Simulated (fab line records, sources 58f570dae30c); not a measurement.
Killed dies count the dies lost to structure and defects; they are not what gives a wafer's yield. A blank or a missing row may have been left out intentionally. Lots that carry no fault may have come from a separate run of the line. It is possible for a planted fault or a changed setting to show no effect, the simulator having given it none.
A lot that was struck, set against a sound lot / flow berkeley-cmos170 / 16 steps out of a route of 331
Sound: the wafers L811.1, L811.5, L811.6. Wafers L824.1, L824.3, L824.4 were the ones struck. The cause comes at the end.
Per side, at each step with rows, come the tool, then ch with its chambers, and then its first start. Under that, the readings that differ: sound wafers / struck wafers / difference of the means / sigmas: that difference in standard deviations of wafers without a fault.
alike: words and numbers the same on both sides, and readings whose means are apart by under 2 such deviations; not compared: readings that were withheld, readings missing a value for some wafer, numbers with overlapping values and no deviation given by the record, and bounds like >300 which may hide the same value.
A row with sigmas, a row that says differs or no value, or rows on one side alone: a step with any of these is where the two part. Non-overlapping numbers with no deviation appear without sigmas and do not part them. Lack of a reading on every wafer of one side parts them only where that side has two or more wafers.

first, 1 step without rows for these wafers: UCB170_NLDD_IMPLANT_09.
UCB170_NLDD_STRIP_10: strips in O2.
  sound on plasma-asher-02 ch 0,1, day 6 12:01; struck on plasma-asher-01 ch 0,1, day 9 10:44
  alike: drypump-motor-current-A, oes-product-au, strip-time-to-endpoint-s
  not compared: rf-hours-counter-h
UCB170_NLDD_TW_MEAS_11:
  sound on film-metro-03 at day 6 12:07; struck on film-metro-04 at day 9 10:50
reading=NLDD_TW; sound=2202 2221 2224; struck=2239 2252 2254; difference=+33; sigmas=+2
then, 1 step without rows for these wafers: UCB170_NLDD_CLEAN_12 (cleans in SPM, time 600 s).
UCB170_SPACER_CVD_00: deposits SiO2 from TEOS/O2, target thk 376 nm, time 47 s.
  sound on pecvd-01 ch 1,2, day 6 12:22; struck on pecvd-02 ch 0,1, day 9 11:13
  alike: heater-power-w
UCB170_SPACER_THK_MEAS_01:
  sound on film-metro-04 at day 6 12:25; struck on film-metro-01 at day 9 11:16
  alike: SPACER_TEOS_THK
then, 1 step without rows for these wafers: UCB170_SPACER_ANNEAL_02 (time 1800 s).
UCB170_SPACER_ETCHBACK_03: etches SiO2 in CHF3/CF4/Ar, stops on Si, target depth 376 nm, time 100 s.
  sound on rie-diel-01 ch 1,2, day 6 16:01; struck on rie-diel-01 ch 0,2,3, day 9 14:23
  alike: drypump-motor-current-A, oes-product-au, throttle-valve-pct
  not compared: rf-hours-counter-h
then, 4 steps without rows for these wafers: UCB170_PSD_HMDS_00 (prime time 60 s); UCB170_PSD_COAT_01 (resist thk 900 nm); UCB170_PSD_SOFTBAKE_02 (time 60 s); UCB170_PSD_EXPOSE_03 (exposes mask PSELECT MOD, target cd 1200 nm).
UCB170_PSD_PEB_04:
  sound on litho-track-04 ch 0, day 6 17:20; struck on litho-track-04 ch 0, day 9 16:14
reading=heater-power-total-W (W); sound=56.73 56.76 56.75; struck=47.38 47.46 47.36; difference=-9.35; sigmas=-99 or more
reading=plate-temp-C (C); sound=130.13 129.98 130.01; struck=113.41 113.50 113.58; difference=-16.54; sigmas=-99 or more
then, 1 step without rows for these wafers: UCB170_PSD_DEVELOP_05 (develop time 45 s).
UCB170_PSD_CD_MEAS_06: the cd target is 1200 nm.
  sound on cd-sem-02 at day 6 17:36; struck on cd-sem-02 at day 9 16:31
reading=cd-nm (nm); sound=1200.8 1202.5 1201.1; struck=980.4 980.6 981.6; difference=-220.6; sigmas=-99 or more
UCB170_PSD_OVL_MEAS_07:
  sound on overlay-01 at day 6 17:43; struck on overlay-01 at day 9 16:38
  alike: PSD_OVL

== WHERE THEY PART ==
Earliest at UCB170_NLDD_TW_MEAS_11; latest, in this record, at UCB170_PSD_CD_MEAS_06. Later steps at which nothing parts them and some readings are alike: UCB170_PSD_OVL_MEAS_07.

WHY: whatever the simulator had introduced
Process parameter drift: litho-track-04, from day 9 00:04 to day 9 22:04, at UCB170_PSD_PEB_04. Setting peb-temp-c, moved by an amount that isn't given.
